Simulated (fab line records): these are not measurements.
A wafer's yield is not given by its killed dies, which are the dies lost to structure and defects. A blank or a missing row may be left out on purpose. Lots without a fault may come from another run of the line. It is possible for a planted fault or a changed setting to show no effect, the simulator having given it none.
2 desks looking at one fault ; flow berkeley-cmos170 ; numbers are kept per desk, each desk with only its own; the story behind them comes last

METROLOGY DESK
What the gauges read, lot by lot, whatever tool the lot ran on: means of the sampled wafers that have a number. Marked OUT: a lot whose mean sits more than 4 standard deviations from the usual mean, which makes it out of limits; the brackets give that distance.
Columns: A = NWELL_OVL at UCB170_NWELL_OVL_MEAS_12, usual 4 nm; B = PSD_OVL at UCB170_PSD_OVL_MEAS_07, usual -1 nm; C = cd-nm at UCB170_M2_CD_MEAS_90, usual 701 nm
lot;first seen here;A;B;C
L404;day 2 10:50;4;3;710
L407;day 2 20:13;3;-11;708
L406;day 2 23:38;6;-1;698
L408;day 3 13:29;11;1;701
L409;day 3 13:37;1;-2;699
L410;day 3 17:54;11;-5;702
L411;day 4 04:56;3;3;705
L412;day 4 05:13;2;5;698
L415;day 5 00:30;-8;176 (+36) OUT;701
L417;day 5 05:04;10;-1;698
L419;day 5 05:23;8;2;701
L420;day 5 15:14;6;186 (+38) OUT;702
L422;day 6 01:23;5;182 (+37) OUT;703
L421;day 6 01:40;2;177 (+36) OUT;700
L426;day 6 18:53;3;-6;704
L427;day 7 01:40;-1;-4;701
Per this desk, out of limits: L415, L420, L421, L422; the first was L420, day 10 00:26 (PSD_OVL at UCB170_PSD_OVL_MEAS_07). In limits: L404, L407, L406, L408, L409, L410, L411, L412, L417, L419, L426, L427.

TOOL OWNER'S DESK, krf-scanner-01
The tool's own readings at UCB170_PSD_EXPOSE_03 (exposes mask PSELECT MOD, target cd 1200 nm): means of the sampled wafers that have a number, for each lot that ran on this tool. Marked OUT: a lot whose mean sits more than 4 standard deviations from the usual mean, which makes it out of limits; the brackets give that distance.
Columns: A = reticle-temp-C at UCB170_PSD_EXPOSE_03, usual 23.00 C; B = stage-vel-mm-s at UCB170_PSD_EXPOSE_03, usual 500.01 mm/s
lot;first seen here;A;B
L404;day 7 04:15;22.96;500.03
L409;day 8 09:08;23.01;499.91
L408;day 8 09:35;23.03;500.16
L412;day 8 19:57;23.02;500.15
L411;day 8 20:30;22.96;500.00
L419;day 9 22:29;23.09;499.99
L420;day 9 23:04;23.07;499.90
L415;day 9 23:40;22.91;499.94
L421;day 10 22:04;23.01;500.23
L422;day 10 22:25;22.86;500.17
Finding of this desk: none of the 10 lots has anything out of limits.

BROUGHT TOGETHER
At day 10 00:26 the metrology desk could have sounded an alarm, on L415, L420, L421, L422.
The tool owner's desk saw nothing out of limits.
The tool owner's desk has L415, L420, L421, L422 on record, within its limits.
On krf-scanner-01, each named lot ran UCB170_PSD_EXPOSE_03.

WHAT THE SIMULATOR HAD PUT IN
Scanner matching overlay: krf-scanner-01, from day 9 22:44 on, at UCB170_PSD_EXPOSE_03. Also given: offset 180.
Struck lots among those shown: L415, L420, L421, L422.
Per desk, hours elapsed from the start of the fault to the first reading out of limits: for the metrology desk, 2.
